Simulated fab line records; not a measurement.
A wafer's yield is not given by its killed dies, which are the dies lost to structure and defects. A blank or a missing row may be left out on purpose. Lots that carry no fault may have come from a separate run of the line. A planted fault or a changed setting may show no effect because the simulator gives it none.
Commonality check across tools / flow rit cmos / Sampled: 14 lots, 42 wafers

## REASON IT WAS OPENED
2 of 14 lots carry a flag on the reading PWELL_TW at RIT_PWELL_TW_MEAS_10. No-fault wafers: 956, standard deviation 9.7.
Rule: a lot is flagged when every wafer of it that has a number lies more than 4 standard deviations from that mean, or none has a number. As for the other lots, they are considered sound.

lot=L565; measured=day 1 23:29; on=film metro-01; PWELL_TW, wafer by wafer=966 969 964; flag=
lot=L566; measured=day 2 06:36; on=film metro-03; PWELL_TW, wafer by wafer=943 950 951; flag=
lot=L568; measured=day 2 15:55; on=film metro-03; PWELL_TW, wafer by wafer=946 945 949; flag=
lot=L569; measured=day 3 01:10; on=film metro-01; PWELL_TW, wafer by wafer=963 955 962; flag=
lot=L570; measured=day 3 04:31; on=film metro-01; PWELL_TW, wafer by wafer=968 963 964; flag=
lot=L571; measured=day 3 09:16; on=film metro-02; PWELL_TW, wafer by wafer=947 950 954; flag=
lot=L572; measured=day 3 12:54; on=film metro-03; PWELL_TW, wafer by wafer=942 941 944; flag=
lot=L574; measured=day 3 22:38; on=film metro-01; PWELL_TW, wafer by wafer=963 961 964; flag=
lot=L576; measured=day 4 07:56; on=film metro-01; PWELL_TW, wafer by wafer=968 974 970; flag=
lot=L577; measured=day 4 12:40; on=film metro-01; PWELL_TW, wafer by wafer=971 973 970; flag=
lot=L579; measured=day 5 01:28; on=film metro-03; PWELL_TW, wafer by wafer=1024 1028 1027; flag=FLAGGED
lot=L580; measured=day 5 05:46; on=film metro-01; PWELL_TW, wafer by wafer=964 966 962; flag=
lot=L583; measured=day 5 19:16; on=film metro-03; PWELL_TW, wafer by wafer=1035 1027 1028; flag=FLAGGED
lot=L584; measured=day 6 00:06; on=film metro-03; PWELL_TW, wafer by wafer=949 945 947; flag=
On average the flagged lots' numbers are 1028, which is +72 against the usual, or +7 standard deviations.

## WHICH TOOL RAN EACH LOT
The record keeps 1 process step preceding the reading, out of 202 steps on the route. Read each cell as the tool, then ch plus the chambers that the sampled wafers visited, then the start.
lot=L565; flag=; RIT_PWELL_IMPLANT_08=implanter-04 ch 0, day 1 23:10
lot=L566; flag=; RIT_PWELL_IMPLANT_08=implanter-02 ch 0, day 2 06:17
lot=L568; flag=; RIT_PWELL_IMPLANT_08=implanter-03 ch 0, day 2 15:35
lot=L569; flag=; RIT_PWELL_IMPLANT_08=implanter-04 ch 0, day 3 00:51
lot=L570; flag=; RIT_PWELL_IMPLANT_08=implanter-03 ch 0, day 3 04:11
lot=L571; flag=; RIT_PWELL_IMPLANT_08=implanter-04 ch 0, day 3 08:57
lot=L572; flag=; RIT_PWELL_IMPLANT_08=implanter-03 ch 0, day 3 12:35
lot=L574; flag=; RIT_PWELL_IMPLANT_08=implanter-04 ch 0, day 3 22:20
lot=L576; flag=; RIT_PWELL_IMPLANT_08=implanter-02 ch 0, day 4 07:38
lot=L577; flag=; RIT_PWELL_IMPLANT_08=implanter-04 ch 0, day 4 12:21
lot=L579; flag=FLAGGED; RIT_PWELL_IMPLANT_08=implanter-04 ch 0, day 5 01:10
lot=L580; flag=; RIT_PWELL_IMPLANT_08=implanter-03 ch 0, day 5 05:26
lot=L583; flag=FLAGGED; RIT_PWELL_IMPLANT_08=implanter-04 ch 0, day 5 18:57
lot=L584; flag=; RIT_PWELL_IMPLANT_08=implanter-03 ch 0, day 5 23:47
These steps, and what they do:
- RIT_PWELL_IMPLANT_08
- RIT_PWELL_TW_MEAS_10

## FLAGGED OVER TOTAL, TOOL BY TOOL (the gauges that took the reading come last)
step=RIT_PWELL_IMPLANT_08; tool=implanter-02; lots run=2; flagged=0; share of the flagged lots=none; sound lots run after its first flagged lot=-
step=RIT_PWELL_IMPLANT_08; tool=implanter-03; lots run=5; flagged=0; share of the flagged lots=none; sound lots run after its first flagged lot=-
step=RIT_PWELL_IMPLANT_08; tool=implanter-04; lots run=7; flagged=2; share of the flagged lots=all; sound lots run after its first flagged lot=0
step=RIT_PWELL_TW_MEAS_10; tool=film metro-01; lots run=7; flagged=0; share of the flagged lots=none; sound lots run after its first flagged lot=-
step=RIT_PWELL_TW_MEAS_10; tool=film metro-02; lots run=1; flagged=0; share of the flagged lots=none; sound lots run after its first flagged lot=-
step=RIT_PWELL_TW_MEAS_10; tool=film metro-03; lots run=6; flagged=2; share of the flagged lots=all; sound lots run after its first flagged lot=1 (L584)

## WHAT THE TABLE PERMITS
In 2 table rows, all flagged lots were run: implanter-04 (RIT_PWELL_IMPLANT_08), film metro-03 (RIT_PWELL_TW_MEAS_10).
- implanter-04 at RIT_PWELL_IMPLANT_08: 2 of its 7 lots flagged. It ran its last sound lot, L577, at day 4 12:21 and its first flagged lot, L579, at day 5 01:10: a fault with its onset between the two fits. Its own readings lie more than 4 standard deviations out on every wafer of the flagged lots: dose ions cm2, faraday current uA.
- film metro-03 at RIT_PWELL_TW_MEAS_10: 2 of its 6 lots flagged. After the first flagged lot (L584), sound lots still ran on it; a lasting fault on the whole tool would not permit that.
What remains is a single tool, implanter-04 at RIT_PWELL_IMPLANT_08.

## WHAT WAS PUT IN BY THE SIMULATOR
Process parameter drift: implanter-04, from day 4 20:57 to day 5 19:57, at RIT_PWELL_IMPLANT_08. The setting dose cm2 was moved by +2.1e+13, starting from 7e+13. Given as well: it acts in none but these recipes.
Struck lots among those shown: L579, L583. The same result came from the rule above.
